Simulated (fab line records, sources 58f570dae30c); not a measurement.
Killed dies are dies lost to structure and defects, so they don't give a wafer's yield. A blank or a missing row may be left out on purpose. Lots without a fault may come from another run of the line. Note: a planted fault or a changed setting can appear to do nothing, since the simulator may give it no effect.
Struck lot and sound lot, side by side | flow berkeley cmos170 | 19 steps out of a route of 331
Sound: these wafers, L275.3, L275.4, L275.5. Wafers struck: L287.3, L287.5, L287.6. The cause is given at the end.
Each step with rows lists, per side, the tool, then ch with its chambers, then its first start. Under that, the readings that differ: sound wafers | struck wafers | difference of the means | sigmas: that difference in standard deviations of wafers without a fault.
alike: readings with means less than 2 such deviations apart, plus words and numbers identical on both sides. not compared: withheld readings, readings lacking a value on some wafer, bounds such as >300 that could conceal the same value, and numbers that have no deviation in the record and whose values overlap.
The two part at a step that has a row with sigmas, a row that says differs or no value, or rows on one side only. When numbers do not overlap yet have no deviation, they are printed without sigmas and do not part them. A reading missing from all wafers of one side parts the sides only when that side holds two or more wafers.

UCB170_NLDD_CD_MEAS_06: target cd 1200 nm.
  sound: cd sem-01 at day 8 08:17; struck: cd sem-01 at day 9 18:07
  alike: cd nm
UCB170_NLDD_OVL_MEAS_07:
  sound: overlay-02 at day 8 08:23; struck: overlay-02 at day 9 18:13
  alike: NLDD_OVL
then, 2 steps without rows for these wafers: UCB170_NLDD_IMPLANT_08; UCB170_NLDD_IMPLANT_09.
UCB170_NLDD_STRIP_10: strips in O2.
  sound on plasma asher-02 ch 0,1, day 8 08:44; struck on plasma asher-03 ch 0,1, day 9 18:34
  alike: drypump motor current A, oes product au, strip time to endpoint s
  not compared: rf hours counter h
UCB170_NLDD_TW_MEAS_11:
  sound: film metro-01 at day 8 08:49; struck: film metro-02 at day 9 18:40
  alike: NLDD_TW
then, 1 step without rows for these wafers: UCB170_NLDD_CLEAN_12 (cleans in SPM, time 600 s).
UCB170_SPACER_CVD_00: deposits SiO2 from TEOS/O2, target thk 376 nm, time 47 s.
  sound on pecvd-04 ch 0,1,2, day 8 09:03; struck on pecvd-04 ch 0,1,2, day 9 18:53
  alike: heater power w
UCB170_SPACER_THK_MEAS_01:
  sound: film metro-03 at day 8 09:07; struck: film metro-01 at day 9 18:57
  alike: SPACER_TEOS_THK
then, 1 step without rows for these wafers: UCB170_SPACER_ANNEAL_02 (time 1800 s).
UCB170_SPACER_ETCHBACK_03: etches SiO2 in CHF3/CF4/Ar, stops on Si, target depth 376 nm, time 100 s.
  sound on rie diel-01 ch 0,3, day 8 11:57; struck on rie diel-02 ch 1,2, day 9 22:57
  alike: drypump motor current A, oes product au, throttle valve pct
  not compared: rf hours counter h
then, 1 step without rows for these wafers: UCB170_PSD_HMDS_00 (prime time 60 s).
UCB170_PSD_COAT_01: resist thk 900 nm.
  sound on litho track-01 ch 0, day 8 12:24; struck on litho track-01, day 10 00:03
  no value came back on the struck wafers for chill plate temp C (C), dispense pressure kPa (kPa), resist line temp C (C); on the sound wafers chill plate temp C (C) reads 23.02 23.10 23.03
then, 4 steps without rows for these wafers: UCB170_PSD_SOFTBAKE_02 (time 60 s); UCB170_PSD_EXPOSE_03 (exposes mask PSELECT MOD, target cd 1200 nm); UCB170_PSD_PEB_04; UCB170_PSD_DEVELOP_05 (develop time 43.39 s).
UCB170_PSD_CD_MEAS_06: target cd 1200 nm.
  sound: cd sem-01 at day 8 14:05; struck: cd sem-01 at day 10 01:23
  reading    | sound                | struck | difference                    | sigmas
  cd nm (nm) | 1201.3 1200.8 1201.0 | - - -  | no value on the struck wafers |
UCB170_PSD_OVL_MEAS_07:
  sound: overlay-02 at day 8 14:11; struck: overlay-02 at day 10 01:28
  reading      | sound    | struck | difference                    | sigmas
  PSD_OVL (nm) | -8 -8 -9 | - - -  | no value on the struck wafers |

## WHERE THEY PART
Earliest at UCB170_PSD_COAT_01; latest, in this record, at UCB170_PSD_OVL_MEAS_07.

WHY: the cause the simulator had injected
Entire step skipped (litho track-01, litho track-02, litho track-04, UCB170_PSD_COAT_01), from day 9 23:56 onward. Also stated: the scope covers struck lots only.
